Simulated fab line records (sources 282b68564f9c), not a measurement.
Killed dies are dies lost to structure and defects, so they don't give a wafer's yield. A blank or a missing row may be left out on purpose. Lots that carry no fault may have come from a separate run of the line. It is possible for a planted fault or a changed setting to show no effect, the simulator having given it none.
2 desks, one fault    flow rit cmos    every desk sees just its own numbers, and what lay behind them comes last

== THE METROLOGY DESK ==
Lot by lot, what the gauges showed, no matter which tool ran the lot: averages of those sampled wafers that carry a number. Marked OUT: a lot whose mean sits more than 4 standard deviations from the usual mean, which makes it out of limits; the brackets give that distance. Shown here are 7 of its 10 readings, the ones lying furthest out on some lot.
Columns: A = PLDD_TW at RIT_PLDD_TW_MEAS_10, usual 2328; B = SPACER_NITRIDE_THK at RIT_SPACER_THK_MEAS_04, usual 248.9 nm; C = NSD_OVL at RIT_NSD_OVL_MEAS_06, usual 0.1 nm; D = NSD_TW at RIT_NSD_TW_MEAS_10, usual 3091; E = PSD_TW at RIT_PSD_TW_MEAS_10, usual 3427; F = PSD_RS at RIT_SDANNEAL_RS_MEAS_04, usual 114.98 ohm/sq; G = PLDD_RS at RIT_SDANNEAL_RS_MEAS_06, usual 178.5 ohm/sq
lot   first seen here  A     B      C     D     E     F       G
L527  day 3 19:41      2301  248.4  1.8   3067  3458  115.17  178.7
L534  day 5 07:54      2339  250.4  -2.2  3090  3429  114.87  177.7
L540  day 6 12:56      2290  249.7  -1.8  3139  3486  114.61  178.2
L541  day 6 18:30      2289  244.9  0.4   3123  3476  114.84  178.5
L542  day 6 22:22      2359  252.9  -2.5  3125  3425  115.41  179.2
L545  day 7 13:59      2342  247.4  0.8   3137  3456  114.75  178.7
Finding of this desk: none of the 6 lots has anything out of limits.

== FOR THE TOOL OWNER'S DESK: rie diel-01 ==
The tool's own readings at RIT_SPACER_ETCHBACK_05 (etches Si3N4 in SF6/CHF3, stops on SiO2, target depth 250 nm, time 240 s): means of the sampled wafers that have a number, for each lot that ran on this tool. Marked OUT: a lot whose mean sits more than 4 standard deviations from the usual mean, which makes it out of limits; the brackets give that distance.
Columns: A = CHF3_flow_sccm at RIT_SPACER_ETCHBACK_05, usual 30.01 sccm; B = drypump motor current A at RIT_SPACER_ETCHBACK_05, usual 5.6 A; C = oes product au at RIT_SPACER_ETCHBACK_05, usual 0.849 a.u.; D = run length s at RIT_SPACER_ETCHBACK_05, usual 268.3 s; E = throttle valve pct at RIT_SPACER_ETCHBACK_05, usual 10.24 %
lot   first seen here  A      B    C                D                        E
L534  day 5 10:49      29.98  5.4  0.856            268.3                    10.22
L540  day 6 15:51      30.05  5.3  0.654 (-12) OUT  380.3 (+99 or more) OUT  10.08
L542  day 7 01:53      30.06  5.4  0.656 (-12) OUT  380.6 (+99 or more) OUT  10.23
This desk's finding: out of limits on L540, L542; first on L540, day 6 15:51 (oes product au at RIT_SPACER_ETCHBACK_05). L534 stayed within limits.

== ALL TOGETHER ==
On L540, L542, at day 6 15:51, an alarm was possible from the tool owner's desk.
Nothing out of limits was seen by the metrology desk.
The metrology desk has L540, L542 on record, within its limits.
RIT_SPACER_ETCHBACK_05 was run on rie diel-01 by each of the lots named.

== WHAT WAS PUT IN BY THE SIMULATOR ==
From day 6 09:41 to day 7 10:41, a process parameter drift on rie diel-01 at RIT_SPACER_ETCHBACK_05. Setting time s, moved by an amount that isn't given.
Struck lots among those shown: L540, L542.
Hours from the fault's start to each desk's first reading out of limits: the tool owner's desk, 6.
